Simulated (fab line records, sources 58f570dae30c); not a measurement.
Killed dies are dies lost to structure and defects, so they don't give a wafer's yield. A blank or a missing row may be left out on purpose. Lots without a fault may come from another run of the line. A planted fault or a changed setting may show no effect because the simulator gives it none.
Which tool did it? | flow berkeley_cmos170 | 6 lots, 18 wafers sampled, at 3 steps of a route of 331

WHAT THE GAUGES READ, wafer by wafer
UCB170_M2_CD_MEAS_90: target cd 700 nm.
lot  | measured     | on        | cd_nm (nm)
L866 | day 8 22:29  | cd_sem-01 | 698.3 698.7 699.2
L869 | day 9 14:13  | cd_sem-01 | 702.3 701.0 701.2
L875 | day 10 05:13 | cd_sem-01 | 704.8 696.5 703.9
L881 | day 11 17:17 | cd_sem-02 | 705.2 704.0 702.9
L882 | day 11 20:12 | cd_sem-02 | 700.5 698.8 700.3
L889 | day 12 21:53 | cd_sem-01 | 705.8 701.0 695.6

WHICH TOOL RAN EACH LOT (tool, then ch and the chambers of the sampled wafers, then the start)
lot  | UCB170_M2_METAL_ETCH_18           | UCB170_M2_STRIP_19
L866 | rie_metal-01 ch 0,1, day 8 22:10  | plasma_asher-02 ch 0,1, day 8 22:20
L869 | rie_metal-02 ch 0,1, day 9 13:56  | plasma_asher-04 ch 0,1, day 9 14:07
L875 | rie_metal-03 ch 0,1, day 10 04:54 | plasma_asher-01 ch 0,1, day 10 05:05
L881 | rie_metal-02 ch 0,1, day 11 17:00 | plasma_asher-02 ch 0,1, day 11 17:11
L882 | rie_metal-02 ch 0,1, day 11 19:55 | plasma_asher-01 ch 0,1, day 11 20:06
L889 | rie_metal-01 ch 0,1, day 12 21:34 | plasma_asher-02 ch 0,1, day 12 21:46
- UCB170_M2_METAL_ETCH_18: etches Al in Cl2/BCl3, stops on SiO2, target depth 1170 nm, time 195 s.
- UCB170_M2_STRIP_19: strips in O2.

THE ANSWER, worked out from the rows above alone
Rule: what is usual is taken from the lots themselves. Put in order of their means at a reading, lots are off if they are a third of the lots or fewer, leave a main group of 4 or more, and stand apart from it by a gap of 3 or more times the standard deviation of the main group's means; of several such gaps the widest counts. A main group whose means are all the same, to the digits that the tables above print for the reading, isn't used. A lot without any number at a reading at which 4 lots or more have one is off too. The other lots that the step has rows for count as sound.
No lot is off at any reading shown: from this, nothing can be told.

WHAT THE SIMULATOR HAD PUT IN
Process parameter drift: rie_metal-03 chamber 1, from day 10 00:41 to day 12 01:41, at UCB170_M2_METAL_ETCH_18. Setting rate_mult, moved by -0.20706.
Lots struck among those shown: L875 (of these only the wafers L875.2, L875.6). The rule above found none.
